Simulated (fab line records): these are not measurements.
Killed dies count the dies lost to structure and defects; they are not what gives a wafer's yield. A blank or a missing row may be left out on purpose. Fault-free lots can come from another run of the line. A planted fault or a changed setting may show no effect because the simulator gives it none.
A lot that was struck, set against a sound lot | flow rit-cmos | 44 steps out of a route of 202
Sound: wafers L233.2, L233.3, L233.5. Wafers struck: L243.2, L243.4, L243.6. The cause comes at the end.
Per side, at each step with rows, come the tool, then ch with its chambers, and then its first start. Under that, the readings that differ: sound wafers | struck wafers | difference of the means | sigmas: that difference in standard deviations of wafers without a fault.
alike: a reading whose means differ by less than 2 such deviations, as well as words and numbers matching on both sides. not compared: withheld readings; readings where some wafer has no value; bounds like >300 that might hide an equal value; numbers whose values overlap and for which the record gives no deviation.
The two part at a step that has a row with sigmas, a row that says differs or no value, or rows on one side only. When numbers do not overlap yet have no deviation, they are printed without sigmas and do not part them. A reading missing from all wafers of one side parts the sides only when that side holds two or more wafers.

first, 1 step without rows for these wafers: RIT_ACTIVE_DEVELOP_10 (develop time 50 s).
RIT_ACTIVE_CD_MEAS_11 targets a cd of 1400 nm.
  struck on cd-sem-01, day 3 22:31; sound on cd-sem-01, day 1 20:17
  alike: cd-nm
then, 1 step without rows for these wafers: RIT_ACTIVE_HARDBAKE_12 (time 60 s).
RIT_ACTIVE_ETCH_13: etches Si3N4 in SF6, stops on SiO2, time 210 s, target depth 210 nm.
  sound on rie-diel-02 ch 1,2,3, day 1 20:32; struck on rie-diel-04 ch 0,1,2, day 3 22:46
  alike: SF6_flow_sccm, drypump-motor-current-A, oes-product-au, throttle-valve-pct
  not compared: rf-hours-counter-h
RIT_ACTIVE_STRIP_14: strips in O2, time 180 s.
  sound on plasma-asher-01 ch 0,1, day 1 20:41; struck on plasma-asher-03 ch 1, day 3 22:53
  alike: drypump-motor-current-A, rf-refl-power-W
  not compared: rf-hours-counter-h
RIT_ACTIVE_CD_MEAS_90 targets a cd of 1400 nm.
  struck on cd-sem-02, day 3 23:05; sound on cd-sem-02, day 1 20:52
  alike: cd-nm
then, 4 steps without rows for these wafers: RIT_ACTIVE_CLEAN_15 (cleans in SC1, time 600 s); RIT_ACTIVE_CLEAN_16 (cleans in dHF, time 30 s); RIT_ACTIVE_CLEAN_17 (cleans in SC2, time 600 s); RIT_FOX1_OXIDATION_00 (target thk 350.7 nm, ox time 1130 s).
RIT_FOX1_THK_MEAS_01:
  struck on film-metro-02, day 4 01:37; sound on film-metro-02, day 1 23:04
  alike: FOX1_OXIDE_THK
then, 1 step without rows for these wafers: RIT_FOX1_WET_ETCH_02 (etches SiO2 in BOE, target depth 350 nm, time 390 s).
RIT_FOX2_OXIDATION_00: target thk 350.7 nm, ox time 1130 s.
  sound on furnace-03 ch 0, day 1 23:14; struck on furnace-04 ch 0, day 4 01:47
  alike: tube-center-temp-C
  not compared: model.SiO2_of_FOX2_OXIDATION_00.thk-nm
RIT_FOX2_THK_MEAS_01:
  struck on film-metro-04, day 4 03:07; sound on film-metro-04, day 2 00:34
  alike: FOX2_OXIDE_THK
then, 2 steps without rows for these wafers: RIT_FOX2_CLEAN_02 (cleans in dHF, time 180 s); RIT_FOX2_WET_ETCH_03 (etches Si3N4 in H3PO4, target depth 195 nm, time 2700 s).
RIT_FOX2_THK_MEAS_90:
  struck on film-metro-01, day 4 04:04; sound on film-metro-01, day 2 01:31
  alike: FIELD_OXIDE_LEFT_1_THK
then, 6 steps without rows for these wafers: RIT_NWELL_HMDS_00 (prime time 60 s); RIT_NWELL_COAT_01 (resist thk 1300 nm); RIT_NWELL_SOFTBAKE_02 (time 60 s); RIT_NWELL_EXPOSE_03 (exposes mask M2, target cd 43900 nm); RIT_NWELL_PEB_04; RIT_NWELL_DEVELOP_05 (develop time 68 s).
RIT_NWELL_OVL_MEAS_06:
  struck on overlay-02, day 4 05:05; sound on overlay-02, day 2 02:27
  alike: NWELL_OVL
then, 2 steps without rows for these wafers: RIT_NWELL_HARDBAKE_07 (time 120 s); RIT_NWELL_IMPLANT_08.
RIT_NWELL_STRIP_09: strips in O2, time 180 s.
  sound on plasma-asher-01 ch 0,1, day 2 02:53; struck on plasma-asher-02 ch 0, day 4 05:31
  alike: drypump-motor-current-A, rf-refl-power-W
  not compared: rf-hours-counter-h
RIT_NWELL_TW_MEAS_10:
  struck on film-metro-01, day 4 05:42; sound on film-metro-01, day 2 03:04
  alike: NWELL_TW
then, 6 steps without rows for these wafers: RIT_PWELL_HMDS_00 (prime time 60 s); RIT_PWELL_COAT_01 (resist thk 1300 nm); RIT_PWELL_SOFTBAKE_02 (time 60 s); RIT_PWELL_EXPOSE_03 (exposes mask M3, target cd 43700 nm); RIT_PWELL_PEB_04; RIT_PWELL_DEVELOP_05 (develop time 68 s).
RIT_PWELL_OVL_MEAS_06:
  struck on overlay-02, day 4 06:38; sound on overlay-02, day 2 04:00
  reading        | sound       | struck         | difference | sigmas
  PWELL_OVL (nm) | 0.5 1.2 0.3 | -3.0 -2.1 -2.7 | -3.3       | -3
then, 2 steps without rows for these wafers: RIT_PWELL_HARDBAKE_07 (time 120 s); RIT_PWELL_IMPLANT_08.
RIT_PWELL_STRIP_09: strips in O2, time 180 s.
  sound on plasma-asher-03 ch 0,1, day 2 04:26; struck on plasma-asher-03 ch 1, day 4 07:04
  alike: drypump-motor-current-A, rf-refl-power-W
  not compared: rf-hours-counter-h
RIT_PWELL_TW_MEAS_10:
  struck on film-metro-02, day 4 07:15; sound on film-metro-02, day 2 04:37
  alike: PWELL_TW
then, 1 step without rows for these wafers: RIT_WELLDRIVE_ANNEAL_00 (time 14700 s).
RIT_WELLDRIVE_RS_MEAS_01: a four-point-probe measurement.
  struck on film-metro-03, day 4 12:24; sound on film-metro-03, day 2 09:46
  alike: NWELL_RS
RIT_WELLDRIVE_RS_MEAS_02: a four-point-probe measurement.
  struck on film-metro-03, day 4 12:31; sound on film-metro-03, day 2 09:53
  alike: PWELL_RS
RIT_SILICIDE_WET_ETCH_00: etches SiO2 in BOE, target depth 14 nm, time 15 s.
  sound on wet-bench-02 ch 1, day 3 08:10; struck on wet-bench-03 ch 0, day 5 16:04
  not compared: model.SiO2_of_FOX2_OXIDATION_00.thk-nm
RIT_M1_PROBE_99:
  struck on prober-01, day 5 22:59; sound on prober-01, day 3 15:25
  alike: killed-at-contacts, killed-at-front-end, killed-dies, killed-open, killed-short
  not compared: model.etest.field-n.vt-v, model.etest.field-p-metal.vt-v

WHERE THEY PART
Only at RIT_PWELL_OVL_MEAS_06, as far as this record shows. Later steps at which nothing parts them and some readings are alike: RIT_PWELL_STRIP_09, RIT_PWELL_TW_MEAS_10, RIT_WELLDRIVE_RS_MEAS_01, RIT_WELLDRIVE_RS_MEAS_02, RIT_M1_PROBE_99.

WHY: the cause the simulator had injected
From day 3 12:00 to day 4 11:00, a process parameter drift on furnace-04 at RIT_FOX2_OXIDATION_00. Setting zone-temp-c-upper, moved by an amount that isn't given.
